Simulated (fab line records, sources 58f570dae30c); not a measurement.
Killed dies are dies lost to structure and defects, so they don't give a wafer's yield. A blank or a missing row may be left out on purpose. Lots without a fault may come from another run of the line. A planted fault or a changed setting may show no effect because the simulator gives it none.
Tool commonality check | flow berkeley_cmos170 | 14 lots, 42 wafers sampled

WHY IT WAS OPENED
At UCB170_V1_THK_MEAS_04 the reading V1_POLISHED_THK is flagged on 2 of 14 lots. Wafers without a fault read 1000.0 nm, standard deviation 1.2.
Rule: a lot is flagged when every wafer of it that has a number lies more than 4 standard deviations from that mean, or none has a number. The other lots count as sound.

lot  | measured     | on            | V1_POLISHED_THK (nm), wafer by wafer | flag
L427 | day 7 09:35  | film_metro-03 | 999.2 1001.3 999.1                   |
L426 | day 7 09:35  | film_metro-02 | 999.2 1000.1 999.6                   |
L425 | day 7 09:52  | film_metro-04 | 999.4 1000.1 1000.3                  |
L428 | day 8 09:40  | film_metro-02 | 998.9 999.5 999.5                    |
L431 | day 8 09:40  | film_metro-03 | 999.1 997.6 998.8                    |
L430 | day 8 09:59  | film_metro-04 | 1000.6 997.6 998.5                   |
L429 | day 8 09:59  | film_metro-02 | 998.9 1000.6 1000.4                  |
L433 | day 9 04:58  | film_metro-03 | 1000.5 998.5 999.5                   |
L432 | day 9 04:59  | film_metro-04 | 1002.7 999.3 998.7                   |
L434 | day 10 00:36 | film_metro-02 | 1000.2 999.9 999.3                   |
L447 | day 11 15:45 | film_metro-04 | 1001.0 999.9 999.5                   |
L448 | day 11 18:02 | film_metro-03 | 1000.2 1001.2 1001.2                 |
L444 | day 11 18:02 | film_metro-04 | 1251.2 1249.8 1250.5                 | FLAGGED
L445 | day 11 18:20 | film_metro-02 | 1248.6 1249.2 1248.9                 | FLAGGED
The numbers of the flagged lots are 1249.7 nm on average: +249.7 nm against the usual, or +99 or more standard deviations.

WHICH TOOL RAN EACH LOT
The record holds 2 process steps before the reading, out of a route of 331 steps. In each cell: the tool, then ch and the chambers that the sampled wafers went through, then the start.
lot  | flag    | UCB170_ZERO_STRIP_07                | UCB170_V1_CMP_02
L427 |         | plasma_asher-02 ch 0,1, day 2 05:00 | cmp-01 ch 0,1,3, day 7 09:15
L426 |         | plasma_asher-02 ch 0,1, day 2 03:31 | cmp-02 ch 0,1, day 7 09:09
L425 |         | plasma_asher-02 ch 0, day 1 18:31   | cmp-01 ch 0,1,2, day 7 09:33
L428 |         | plasma_asher-03 ch 0,1, day 2 09:44 | cmp-01 ch 0,1,3, day 8 09:14
L431 |         | plasma_asher-03 ch 0,1, day 3 04:13 | cmp-02 ch 0,2,3, day 8 09:14
L430 |         | plasma_asher-01 ch 0,1, day 2 19:02 | cmp-02 ch 0,1, day 8 09:35
L429 |         | plasma_asher-01 ch 0,1, day 2 13:23 | cmp-01 ch 0,1,2, day 8 09:38
L433 |         | plasma_asher-03 ch 0,1, day 3 17:35 | cmp-01 ch 0,2, day 9 04:35
L432 |         | plasma_asher-01 ch 0,1, day 3 11:05 | cmp-02 ch 1,2,3, day 9 04:38
L434 |         | plasma_asher-03 ch 0,1, day 3 21:20 | cmp-02 ch 0,1,3, day 10 00:19
L447 |         | plasma_asher-02 ch 0,1, day 6 11:24 | cmp-01 ch 1,2,3, day 11 15:20
L448 |         | plasma_asher-01 ch 0,1, day 6 11:51 | cmp-01 ch 1,3, day 11 17:37
L444 | FLAGGED | plasma_asher-03 ch 0,1, day 5 16:44 | cmp-02 ch 0,1,3, day 11 17:37
L445 | FLAGGED | plasma_asher-02 ch 0,1, day 6 00:42 | cmp-02 ch 0,3, day 11 17:55
What these steps do:
- UCB170_ZERO_STRIP_07: strips in O2.
- UCB170_V1_CMP_02: polishes SiO2.
- UCB170_V1_THK_MEAS_04

FLAGGED OVER TOTAL, TOOL BY TOOL (the gauges that took the reading come last)
step                  | tool            | lots run | flagged | share of the flagged lots | sound lots run after its first flagged lot
UCB170_ZERO_STRIP_07  | plasma_asher-01 | 4        | 0       | none                      | -
UCB170_ZERO_STRIP_07  | plasma_asher-02 | 5        | 1       | some                      | 1 (L447)
UCB170_ZERO_STRIP_07  | plasma_asher-03 | 5        | 1       | some                      | 0
UCB170_V1_CMP_02      | cmp-01          | 7        | 0       | none                      | -
UCB170_V1_CMP_02      | cmp-02          | 7        | 2       | all                       | 0
UCB170_V1_THK_MEAS_04 | film_metro-02   | 5        | 1       | some                      | 0
UCB170_V1_THK_MEAS_04 | film_metro-03   | 4        | 0       | none                      | -
UCB170_V1_THK_MEAS_04 | film_metro-04   | 5        | 1       | some                      | 0

WHAT THE TABLE ALLOWS
1 row of the table ran every flagged lot: cmp-02 at UCB170_V1_CMP_02.
- cmp-02 at UCB170_V1_CMP_02: 2 of its 7 lots flagged. Its last sound lot is L434 (day 10 00:19), its first flagged lot L444 (day 11 17:37): a fault that began between those two fits.
One tool is left: cmp-02 at UCB170_V1_CMP_02.

WHAT THE SIMULATOR HAD PUT IN
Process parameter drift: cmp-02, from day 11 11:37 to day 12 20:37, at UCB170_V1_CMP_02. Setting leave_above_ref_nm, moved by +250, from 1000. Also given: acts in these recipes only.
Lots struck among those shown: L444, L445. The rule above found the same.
